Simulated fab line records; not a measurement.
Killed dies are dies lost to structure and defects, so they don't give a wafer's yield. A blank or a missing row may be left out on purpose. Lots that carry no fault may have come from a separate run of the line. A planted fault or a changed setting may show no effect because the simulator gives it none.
Chamber matching + flow berkeley cmos170 + UCB170_V2_CVD_00 on pecvd-04 has 3 sister chambers
The step deposits SiO2 from TEOS/O2, target thk 2000 nm, time 250 s. 14 wafers are shown with their chamber, then 7 later ones without.

== WAFERS PAIRED WITH THEIR CHAMBERS ==
| wafer  | chamber | heater power w (W) | susceptor temp C (C) |
|--------|---------|--------------------|----------------------|
| L826.3 | 0       | 190                | 389.93               |
| L826.4 | 2       | 226                | 389.69               |
| L826.6 | 0       | 267                | 389.85               |
| L836.2 | 2       | 294                | 389.79               |
| L836.3 | 1       | 415                | 390.12               |
| L836.4 | 2       | 225                | 390.13               |
| L832.3 | 2       | 311                | 389.71               |
| L832.4 | 2       | 232                | 390.10               |
| L832.6 | 0       | 264                | 389.85               |
| L840.3 | 2       | 311                | 389.58               |
| L840.5 | 2       | 226                | 389.79               |
| L840.6 | 1       | 399                | 389.70               |
| L843.1 | 2       | 234                | 390.16               |
| L843.4 | 0       | 191                | 390.12               |

SIGNATURES, as means of the wafers listed above
| reading          | chamber 0 | chamber 1 | chamber 2 | scatter within a chamber |
|------------------|-----------|-----------|-----------|--------------------------|
| heater power w   | 228.00    | 407.00    | 257.38    | 39.4                     |
| susceptor temp C | 389.9375  | 389.9100  | 389.8687  | 0.212                    |
Rule: for a wafer and a chamber, the distance is found by dividing, reading by reading, the gap between the wafer's reading and the chamber's mean by the reading's scatter, squaring, summing and taking the root. The wafer belongs to the nearest chamber; if the next one is less than 2 further off, it can't be placed. The scatter: the root of (the sum of the squares of (reading less its chamber's mean) over the shown wafers, divided by (wafers less chambers)).

== WAFERS WITH NO CHAMBER GIVEN ==
| wafer  | heater power w (W) | susceptor temp C (C) |
|--------|--------------------|----------------------|
| L843.6 | 417                | 389.89               |
| L849.1 | 390                | 390.10               |
| L849.3 | 313                | 390.21               |
| L849.6 | 309                | 389.90               |
| L847.1 | 263                | 390.24               |
| L847.4 | 404                | 390.37               |
| L847.6 | 318                | 390.11               |

== WHICH CHAMBER EACH WENT THROUGH ==
| wafer  | from the rows above          | in truth |
|--------|------------------------------|----------|
| L843.6 | 1                            | 1        |
| L849.1 | 1                            | 1        |
| L849.3 | can't be placed: 2 or 0 or 1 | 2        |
| L849.6 | can't be placed: 2 or 0 or 1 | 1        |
| L847.1 | can't be placed: 0 or 2      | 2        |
| L847.4 | 1                            | 1        |
| L847.6 | can't be placed: 2 or 0 or 1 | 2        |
Placed correctly: 3 of 7. Unplaceable from these rows: 4, with the true chamber sitting among the candidates in 4. Number placed wrongly: 0.
